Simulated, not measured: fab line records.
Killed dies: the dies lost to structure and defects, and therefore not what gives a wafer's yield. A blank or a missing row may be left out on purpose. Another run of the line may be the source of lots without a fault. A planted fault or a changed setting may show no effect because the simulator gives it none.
fab line records	flow ritCmos
record: lots: 7	wafers: 21	lastDay: 7
route steps=202 shown NRETRO@61 PRETRO@64 M1@202
lots that met no fault: from a run of the same line without faults
startH: the number of hours between the record's first day and the start of the first shown wafer of the lot	waitH: hours from the lot's prior step to this one	" identical to the entry in the row above	L1.1+2: a single row standing in for several wafers	- either no value or no given start	* or withheld: withheld	< > ~ a bound
route shown NAME@n: NAME is a module with steps in the file, n the number in the route of the first one	usual: mean/standard deviation of fault-free wafers	same: alike in all rows	chamber/n: place in a boat	sites: the reading at each site	_std_site: their standard deviation	_edge_site: outer sites' mean less inner sites'	radiusMm: how far each site lies from the wafer's centre	mask NAME#n: copy n	behind: the most recent tool/chamber to have shaped the wafer	hold: why the lot went on hold/how many hours it stayed there/how the hold came to an end	device: names the non-switching transistor (n, p or np)	end of line: the tests these same wafers got at the end of their route	for a step that has no rows: nothing shown but its recipe	killed: dies lost to structure and defects at the first sort, not the wafer's yield	map: the dies of a wafer, with x for killed, . for not killed, _ for no die there
set.NAME: the setting that was run; set.NAME@STEP: the one run at that earlier step	model.NAME: the simulator's own value behind a step, which no gauge read
a table for each step, a row for each wafer; lots at some steps of the route
services: when a tool's chamber went out of use (startH, in hours from the record's first day, below 0 if earlier), for how many hours, and the reason
== steps ==
step: RIT_NRETRO_IMPLANT_08
recipe: species: P	energyKev: 70	doseCm2: 1e+13	tiltDeg: 7
step: RIT_NRETRO_STRIP_09
recipe: chemistry: O2	timeS: 180	resist: NOVOLAK	platenTempC: withheld	powerW: 500	pressureMtorr: 4000	o2FlowSccm: 4000
usual: chamberPressureMTorr: 4000/3.9	drypumpMotorCurrentA: 5.7/0.5	rfReflPowerW: 6.3/0.75
same: timeS: 180
lot.wafer	tool	chamber	startH	waitH	chamberPressureMTorr	drypumpMotorCurrentA	rfHoursCounterH	rfReflPowerW
L299.1	plasmaAsher-03	0	41.14	0.1	3996	5.2	25	6.2
L299.2	"	1	"	"	4004	5.1	25	5.4
L299.6	"	0	"	"	3996	5.2	-	5.9
L312.2	plasmaAsher-02	0	104.78	0.1	4003	6.4	47	6.1
L312.4	"	0	"	"	4002	6.4	-	5.8
L312.5	"	1	"	"	4000	6.4	-	5.3
L313.2	plasmaAsher-01	1	112.01	0.1	4004	5.7	41	6.7
L313.3	"	0	"	"	3994	5.9	-	7.2
L313.4	"	1	"	"	3995	5.7	-	7.0
L314.2	plasmaAsher-01	0	117.31	0.1	3996	6.0	42	7.4
L314.3	"	0	"	"	4009	5.9	-	7.4
L314.5	"	1	"	"	3998	5.7	-	7.2
L316.1	plasmaAsher-03	1	124.85	0.1	3998	5.1	34	5.7
L316.4	"	1	"	"	3997	5.1	-	5.7
L316.5	"	0	"	"	4001	5.2	-	6.3
L318.1	plasmaAsher-02	1	131.02	0.1	3999	6.4	50	5.2
L318.2	"	0	"	"	3997	6.4	50	6.2
L318.4	"	1	"	"	4002	6.4	-	5.2
L321.2	plasmaAsher-01	1	149.49	0.1	3998	5.7	45	7.2
L321.3	"	0	"	"	4000	5.9	-	7.2
L321.4	"	1	"	"	4004	5.7	-	6.9
step: RIT_NRETRO_TW_MEAS_10
usual: NRETRO_TW: 1051/9
lot.wafer	tool	chamber	startH	waitH	NRETRO_TW
L299.1	filmMetro-03	-	41.32	0.1	1063
L299.2	"	-	"	"	1060
L299.6	"	-	"	"	1063
L312.2	filmMetro-04	-	104.96	0.1	1048
L312.4	"	-	"	"	1045
L312.5	"	-	"	"	1045
L313.2	filmMetro-04	-	112.20	0.1	1047
L313.3	"	-	"	"	1037
L313.4	"	-	"	"	1036
L314.2	filmMetro-03	-	117.49	0.1	1061
L314.3	"	-	"	"	1066
L314.5	"	-	"	"	1064
L316.1	filmMetro-02	-	125.03	0.1	1051
L316.4	"	-	"	"	1049
L316.5	"	-	"	"	1041
L318.1	filmMetro-02	-	131.20	0.1	1045
L318.2	"	-	"	"	1047
L318.4	"	-	"	"	1051
L321.2	filmMetro-04	-	149.67	0.1	1031
L321.3	"	-	"	"	1031
L321.4	"	-	"	"	1031
step: RIT_PRETRO_HMDS_00
recipe: primeTimeS: 60	primeTempC: 140
step: RIT_PRETRO_COAT_01
recipe: resist: NOVOLAK	spinRpm: 2000	resistThkNm: 1300
step: RIT_PRETRO_SOFTBAKE_02
recipe: resist: NOVOLAK	tempC: 90	timeS: 60
step: RIT_PRETRO_EXPOSE_03
recipe: maskId: M5	na: 0.57	targetCdNm: 43700	doseMj: 250
step: RIT_PRETRO_PEB_04
recipe: resist: NOVOLAK	tempC: withheld	timeS: withheld
step: RIT_PRETRO_DEVELOP_05
recipe: resist: NOVOLAK	developTimeS: 68	devTempC: 22.49
step: RIT_PRETRO_OVL_MEAS_06
usual: PRETRO_OVL: -0.5/1.5
lot.wafer	tool	chamber	startH	waitH	PRETRO_OVL[nm]
L299.1	overlay-01	-	42.46	-	0.0
L299.2	"	-	"	"	3.6
L299.6	"	-	"	"	1.3
L312.2	overlay-01	-	105.90	-	-1.6
L312.4	"	-	"	"	0.4
L312.5	"	-	"	"	-1.1
L313.2	overlay-02	-	113.31	-	-2.6
L313.3	"	-	"	"	0.0
L313.4	"	-	"	"	0.8
L314.2	overlay-02	-	118.43	-	-2.2
L314.3	"	-	"	"	-2.1
L314.5	"	-	"	"	-2.7
L316.1	overlay-02	-	126.09	-	-4.4
L316.4	"	-	"	"	-2.6
L316.5	"	-	"	"	-0.1
L318.1	overlay-02	-	132.14	-	-2.6
L318.2	"	-	"	"	-2.6
L318.4	"	-	"	"	-1.1
L321.2	overlay-01	-	150.61	-	-0.4
L321.3	"	-	"	"	-0.7
L321.4	"	-	"	"	1.5
step: RIT_PRETRO_HARDBAKE_07
recipe: resist: NOVOLAK	tempC: 140	timeS: 120
step: RIT_PRETRO_IMPLANT_08
recipe: species: B	energyKev: 45	doseCm2: 1.2e+13	tiltDeg: 7
step: RIT_PRETRO_STRIP_09
recipe: chemistry: O2	timeS: 180	resist: NOVOLAK	platenTempC: withheld	powerW: 500	pressureMtorr: 4000	o2FlowSccm: 4000
usual: chamberPressureMTorr: 4001/3.8	drypumpMotorCurrentA: 5.9/0.49	rfReflPowerW: 6.8/1.5	timeS: 180/0
lot.wafer	tool	chamber	startH	waitH	chamberPressureMTorr	drypumpMotorCurrentA	rfHoursCounterH	rfReflPowerW	timeS	model.NOVOLAK_of_PRETRO_COAT_01.thkNm
L299.1	plasmaAsher-03	1	42.89	0.1	4005	5.1	26	5.5	180	0
L299.2	"	0	"	"	4004	5.2	26	6.2	180	0
L299.6	"	0	"	"	4003	5.2	-	6.0	180	0
L312.2	plasmaAsher-03	1	106.33	0.1	-	-	-	-	-	1136
L312.4	"	1	"	"	-	-	-	-	-	1136
L312.5	"	0	"	"	-	-	-	-	-	1136
L313.2	plasmaAsher-03	1	113.74	0.1	-	-	-	-	-	1140
L313.3	"	1	"	"	-	-	-	-	-	1140
L313.4	"	0	"	"	-	-	-	-	-	1142
L314.2	plasmaAsher-04	1	119.00	0.1	-	-	-	-	-	1143
L314.3	"	1	"	"	-	-	-	-	-	1142
L314.5	"	0	"	"	-	-	-	-	-	1141
L316.1	plasmaAsher-04	0	126.53	0.1	3994	6.0	1	8.1	180	0
L316.4	"	1	"	"	4006	5.9	-	8.7	180	0
L316.5	"	1	"	"	3993	5.9	-	8.7	180	0
L318.1	plasmaAsher-04	0	132.57	0.1	4005	6.0	2	8.8	180	0
L318.2	"	1	"	"	4001	6.0	2	8.9	180	0
L318.4	"	1	"	"	3998	6.0	-	9.0	180	0
L321.2	plasmaAsher-02	1	151.04	0.1	3998	6.4	52	5.4	180	0
L321.3	"	0	"	"	4002	6.4	-	5.7	180	0
L321.4	"	1	"	"	4001	6.4	-	4.7	180	0
step: RIT_PRETRO_TW_MEAS_10
usual: PRETRO_TW: 478/3.9
lot.wafer	tool	chamber	startH	waitH	PRETRO_TW
L299.1	filmMetro-03	-	43.07	0.1	482
L299.2	"	-	"	"	483
L299.6	"	-	"	"	480
L312.2	filmMetro-04	-	106.51	0.1	471
L312.4	"	-	"	"	471
L312.5	"	-	"	"	469
L313.2	filmMetro-01	-	113.92	0.1	476
L313.3	"	-	"	"	474
L313.4	"	-	"	"	477
L314.2	filmMetro-01	-	119.19	0.1	480
L314.3	"	-	"	"	478
L314.5	"	-	"	"	476
L316.1	filmMetro-04	-	126.71	0.1	470
L316.4	"	-	"	"	471
L316.5	"	-	"	"	473
L318.1	filmMetro-01	-	132.75	0.1	478
L318.2	"	-	"	"	479
L318.4	"	-	"	"	476
L321.2	filmMetro-03	-	151.23	0.1	480
L321.3	"	-	"	"	481
L321.4	"	-	"	"	482
step: RIT_M1_PROBE_99
usual: killedAtContacts: 0.1/0.23	killedAtFrontEnd: 6.6/2.8	killedDies: 6.6/2.8	killedOnRim: 1.8/1.4	killedOpen: 3.3/2	killedShort: 3.2/1.7
same: grossDies: 264	killed_at_M0_to_M3: 0	killed_at_M4_up: 0	killedAtBackSide: 0	killedAtOther: 0
lot.wafer	tool	chamber	startH	waitH	hold	killedAtContacts	killedAtFrontEnd	killedDies	killedOnRim	killedOpen	killedShort
L299.1	prober-01	-	74.91	0.1	-	0	5	5	0	0	5
L299.2	prober-01	-	74.96	0.1	-	0	7	7	0	3	4
L299.6	prober-01	-	75.16	0.2	-	0	4	4	2	4	0
L313.2	prober-01	-	142.80	1.9	awaitDispo/2.2h/scrap	0	264	264	70	1	2
L313.3	prober-01	-	142.85	1.9	awaitDispo/2.2h/scrap	0	264	264	70	3	2
L313.4	prober-01	-	142.90	2.0	awaitDispo/2.2h/scrap	0	264	264	70	2	1
L312.2	prober-02	-	144.34	8.7	awaitDispo/3.1h/scrap	1	263	264	70	4	2
L312.4	prober-02	-	144.44	8.8	awaitDispo/3.1h/scrap	0	264	264	70	2	4
L312.5	prober-02	-	144.49	8.8	awaitDispo/3.1h/scrap	0	264	264	70	0	4
L314.2	prober-02	-	151.40	4.5	awaitDispo/4.8h/scrap	0	264	264	70	4	1
L314.3	prober-02	-	151.45	4.5	awaitDispo/4.8h/scrap	0	264	264	70	4	4
L314.5	prober-02	-	151.55	4.6	awaitDispo/4.8h/scrap	0	264	264	70	5	3
L316.1	prober-02	-	156.11	0.1	-	0	8	8	2	4	4
L316.4	prober-02	-	156.26	0.2	-	0	11	11	2	8	3
L316.5	prober-02	-	156.31	0.2	-	0	8	8	1	4	4
L318.1	prober-02	-	159.33	0.1	-	0	9	9	2	6	3
L318.2	prober-02	-	159.38	0.1	-	0	5	5	0	1	3
L318.4	prober-02	-	159.48	0.2	-	0	11	11	4	4	7
L321.2	prober-01	-	178.27	0.1	-	0	6	6	3	3	3
L321.3	prober-01	-	178.32	0.2	-	1	7	8	1	2	6
L321.4	prober-01	-	178.37	0.2	-	0	5	5	0	2	3
killed by level:class
L299.1 FOX1:geometricParticle:short=2 GATE:geometricParticle:short=2 SILICIDE:geometricParticle:short=1
L299.2 FOX1:geometricParticle:short=2 FOX1:geometricParticle:open=1 GATE:geometricParticle:open=1 REOX:geometricParticle:short=1 SILICIDE:geometricParticle:short=1 SILICIDE:geometricParticle:open=1
L299.6 SILICIDE:geometricParticle:open=2 FOX2:geometricParticle:open=1 GATE:geometricParticle:open=1
L313.2 GATE:areaOxidation=261 SILICIDE:geometricParticle:short=2 GATE:geometricParticle:open=1
L313.3 GATE:areaOxidation=259 GATE:geometricParticle:short=2 REOX:geometricParticle:open=2 GATE:geometricParticle:open=1
L313.4 GATE:areaOxidation=260 GATE:geometricParticle:open=1 GATE:geometricParticle:short=1 SPACER:geometricParticle:open=1 NWELL:coatMicrobubblePrinted=1
L312.2 GATE:areaOxidation=258 FOX1:geometricParticle:short=1 FOX1:geometricParticle:open=1 FOX2:geometricParticle:open=1 REOX:geometricParticle:open=1 SPACER:geometricParticle:short=1 CONTACT:geometricParticle:open=1
L312.4 GATE:areaOxidation=258 FOX1:geometricParticle:short=2 FOX1:geometricParticle:open=1 SPACER:geometricParticle:short=1 SILICIDE:geometricParticle:short=1 SILICIDE:geometricParticle:open=1
L312.5 GATE:areaOxidation=260 FOX1:geometricParticle:short=2 FOX2:geometricParticle:short=1 SILICIDE:geometricParticle:short=1
L314.2 GATE:areaOxidation=257 NLDD:coatMicrobubblePrinted=2 FOX1:geometricParticle:short=1 GATE:geometricParticle:open=1 REOX:geometricParticle:open=1 SPACER:geometricParticle:open=1 SILICIDE:geometricParticle:open=1
L314.3 GATE:areaOxidation=256 GATE:geometricParticle:open=3 GATE:geometricParticle:short=2 FOX2:geometricParticle:short=1 REOX:geometricParticle:short=1 REOX:geometricParticle:open=1
L314.5 GATE:areaOxidation=254 GATE:geometricParticle:open=4 GATE:geometricParticle:short=3 NLDD:coatMicrobubblePrinted=2 SILICIDE:geometricParticle:open=1
L316.1 SILICIDE:geometricParticle:open=2 FOX1:geometricParticle:open=1 FOX2:geometricParticle:short=1 GATE:geometricParticle:short=1 REOX:geometricParticle:short=1 SPACER:geometricParticle:open=1 SILICIDE:geometricParticle:short=1
L316.4 FOX1:geometricParticle:open=2 GATE:geometricParticle:open=2 GATE:geometricParticle:short=2 SPACER:geometricParticle:open=2 REOX:geometricParticle:open=1 SILICIDE:geometricParticle:short=1 SILICIDE:geometricParticle:open=1
L316.5 FOX2:geometricParticle:open=2 SILICIDE:geometricParticle:short=2 GATE:geometricParticle:short=1 REOX:geometricParticle:open=1 SPACER:geometricParticle:short=1 SPACER:geometricParticle:open=1
L318.1 SPACER:geometricParticle:open=3 SPACER:geometricParticle:short=2 FOX1:geometricParticle:open=1 GATE:geometricParticle:short=1 GATE:geometricParticle:open=1 REOX:geometricParticle:open=1
L318.2 GATE:geometricParticle:short=1 SPACER:geometricParticle:short=1 SPACER:geometricParticle:open=1 SILICIDE:geometricParticle:short=1 NRETRO:coatMicrobubblePrinted=1
L318.4 GATE:geometricParticle:short=3 GATE:geometricParticle:open=2 SPACER:geometricParticle:short=2 FOX1:geometricParticle:short=1 FOX1:geometricParticle:open=1 SILICIDE:geometricParticle:short=1 SILICIDE:geometricParticle:open=1
L321.2 GATE:geometricParticle:short=2 FOX1:geometricParticle:open=1 FOX2:geometricParticle:short=1 REOX:geometricParticle:open=1 SILICIDE:geometricParticle:open=1
L321.3 GATE:geometricParticle:open=2 SILICIDE:geometricParticle:short=2 FOX1:geometricParticle:short=1 FOX2:geometricParticle:short=1 GATE:geometricParticle:short=1 CONTACT:geometricParticle:short=1
L321.4 GATE:geometricParticle:short=3 GATE:geometricParticle:open=1 REOX:geometricParticle:open=1
map L312.2 (x killed, . not)
________xxxxxxx_______
_____xxxxxxxxxxxxx____
____xxxxxxxxxxxxxxx___
___xxxxxxxxxxxxxxxxx__
__xxxxxxxxxxxxxxxxxxx_
__xxxxxxxxxxxxxxxxxxx_
_xxxxxxxxxxxxxxxxxxxxx
_xxxxxxxxxxxxxxxxxxxxx
_xxxxxxxxxxxxxxxxxxxxx
_xxxxxxxxxxxxxxxxxxxxx
__xxxxxxxxxxxxxxxxxxx_
__xxxxxxxxxxxxxxxxxxx_
___xxxxxxxxxxxxxxxxx__
____xxxxxxxxxxxxxxx___
_____xxxxxxxxxxxxx____
________xxxxxxx_______
map L313.2 (x killed, . not)
________xxxxxxx_______
_____xxxxxxxxxxxxx____
____xxxxxxxxxxxxxxx___
___xxxxxxxxxxxxxxxxx__
__xxxxxxxxxxxxxxxxxxx_
__xxxxxxxxxxxxxxxxxxx_
_xxxxxxxxxxxxxxxxxxxxx
_xxxxxxxxxxxxxxxxxxxxx
_xxxxxxxxxxxxxxxxxxxxx
_xxxxxxxxxxxxxxxxxxxxx
__xxxxxxxxxxxxxxxxxxx_
__xxxxxxxxxxxxxxxxxxx_
___xxxxxxxxxxxxxxxxx__
____xxxxxxxxxxxxxxx___
_____xxxxxxxxxxxxx____
________xxxxxxx_______
== services ==
tool	chamber	startH	hours	kind
plasmaAsher-02	-	39.84	14.4	repair
plasmaAsher-02	-	47.53	0.5	repair
plasmaAsher-03	-	52.89	14.6	pm
plasmaAsher-04	-	108.75	9.0	pm
plasmaAsher-04	0	108.75	9.0	ventCycle
plasmaAsher-04	1	108.75	9.0	ventCycle
plasmaAsher-04	0	117.75	-	clean
plasmaAsher-04	1	117.75	-	clean
plasmaAsher-02	-	121.22	0.5	repair
plasmaAsher-01	-	134.42	1.8	repair
== key ==
firstSign: step: RIT_PRETRO_STRIP_09	reading: toolRecord	direction: missing
effect: step: RIT_M1_PROBE_99	reading: killedAtFrontEnd	direction: up	sigmas: 92	usual: 6.6	struck: 263.9
modelEffect: step: RIT_PRETRO_STRIP_09	value: NOVOLAK_of_PRETRO_COAT_01.thkNm	without: 0	struck: 1140
moreKillsBornAt: RIT_GATE_OXIDATION_05@furnace-03: 2323
metAt RIT_PRETRO_STRIP_09
struckWafers L312.2,L312.4,L312.5,L313.2,L313.3,L313.4,L314.2,L314.3,L314.5
laterRowsLeftOut L312.2,L312.4,L312.5,L313.2,L313.3,L313.4,L314.2,L314.3,L314.5
testerLeftOut L312,L313,L314
onsetBetween 42.89 106.33
fault: kind: skippedStepWhole	tool: plasmaAsher-03,plasmaAsher-04	chamber: -	onsetH: 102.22	steps: RIT_PRETRO_STRIP_09	scope: struckLotsOnly
testerLeftOut: of these lots the tester's yield and bins aren't shown, on N5 and GAA mostly nor the transistor test; their killed dies are dies lost to structure and defects alone, not to doping, threshold or leakage, so they don't give the yield
laterRowsLeftOut: the simulator's readings of these wafers behind a module that went badly wrong aren't trusted and aren't shown, but for the sort
